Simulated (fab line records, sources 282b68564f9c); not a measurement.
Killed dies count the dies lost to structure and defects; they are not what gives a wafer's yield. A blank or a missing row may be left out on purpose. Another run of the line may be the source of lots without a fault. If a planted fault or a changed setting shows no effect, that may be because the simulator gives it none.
Split-lot study -- flow rit_cmos -- on a route of 202 steps: 5 lots, 23 wafers read

== ON THE SPLIT ==
At RIT_NWELL_IMPLANT_08, the setting dose_cm2 was moved away from the recipe's 5e+13 on 4 of the 23 wafers read, by -4.7% to +4.2%. This setting was run at the recipe's value on the other wafers.

== FROM THE SPLIT TO THE READING: what the file shows between them, 4 steps ==
- RIT_PWELL_IMPLANT_08 (also split here: dose_cm2)
- RIT_PWELL_STRIP_09: strips in O2, time 180 s
- RIT_PWELL_TW_MEAS_10
- RIT_WELLDRIVE_ANNEAL_00: time 14700 s

== THE READING ==
NWELL_RS in ohm/sq, measured at RIT_WELLDRIVE_RS_MEAS_01 by four-point-probe. A value of 275.5 ohm/sq with a standard deviation of 0.89 ohm/sq is what fault-free wafers of this fab line usually give.

wafer,"tool, chamber at the split",dose_cm2 as run,against the recipe,"NWELL_RS, ohm/sq",against lot-mates on the recipe
L074.1,"implanter-03, 0",4.764e+13,-4.7%,285.1,+8.8
L074.2,"implanter-03, 0",5e+13,recipe,276.0,-
L074.3,"implanter-03, 0",4.764e+13,-4.7%,284.7,+8.4
L074.4,"implanter-03, 0",5e+13,recipe,277.0,-
L074.5,"implanter-03, 0",5e+13,recipe,275.8,-
L078.1,"implanter-02, 0",5e+13,recipe,274.8,-
L078.2,"implanter-02, 0",5.211e+13,+4.2%,268.4,-6.0
L078.3,"implanter-02, 0",5e+13,recipe,275.3,-
L078.5,"implanter-02, 0",5e+13,recipe,273.2,-
L078.6,"implanter-02, 0",5.211e+13,+4.2%,268.0,-6.4
L079.2,"implanter-03, 0",5e+13,recipe,275.5,-
L079.3,"implanter-03, 0",5e+13,recipe,276.1,-
L079.4,"implanter-03, 0",5e+13,recipe,275.6,-
L079.5,"implanter-03, 0",5e+13,recipe,276.5,-
L079.6,"implanter-03, 0",5e+13,recipe,275.1,-
L084.1,"implanter-03, 0",5e+13,recipe,275.4,-
L084.2,"implanter-03, 0",5e+13,recipe,276.4,-
L084.3,"implanter-03, 0",5e+13,recipe,276.0,-
L084.5,"implanter-03, 0",5e+13,recipe,276.3,-
L084.6,"implanter-03, 0",5e+13,recipe,276.3,-
L085.2,"implanter-03, 0",5e+13,recipe,275.8,-
L085.4,"implanter-03, 0",5e+13,recipe,275.7,-
L085.5,"implanter-03, 0",5e+13,recipe,275.1,-

FIT RESULTS
A straight line over all 23 wafers: NWELL_RS changes by -1.87 ohm/sq for each +1% of dose_cm2; r = -0.98; the points scatter about the line by 0.78 ohm/sq.
The same after taking each lot's own level away (the mean of its wafers on the recipe; 23 wafers): -1.67 ohm/sq for each +1%; r = -0.98; scatter 0.6 ohm/sq.
That fit puts the effect of the largest move of dose_cm2 on the reading at 7.9 ohm/sq.
The lots' own levels span 274.43 to 276.27 ohm/sq, that is 2.1 times the standard deviation above.
Thus the slope moves with the lot-to-lot level: the two fits are different.
Check: with one of the wafers moved furthest among these (-4.7%) left out of the fit, the line predicts +7.65 ohm/sq for it against its lot-mates. Against them it came out at +8.83 ohm/sq.

== ADDITIONAL SPLITS CARRIED BY THESE WAFERS ==
These wafers also went through other splits before the reading. Each is held against what the fit with the lots' levels taken away leaves over:
other split on the same wafers,wafers away from the commonest value,r with NWELL_RS (lot level and that fit taken away)
RIT_ACTIVE_OXIDATION_01 temp_c,10,-0.26
RIT_ACTIVE_COAT_06 spin_rpm,11,+0.13
RIT_FOX2_OXIDATION_00 temp_c,18,-0.18
RIT_FOX2_WET_ETCH_03 time_s,18,+0.05
RIT_PWELL_IMPLANT_08 dose_cm2,10,+0.06

== THE FILE'S OWN FIT ==
NWELL_RS changes by -1.67 ohm/sq for each +1% of dose_cm2, r = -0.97.
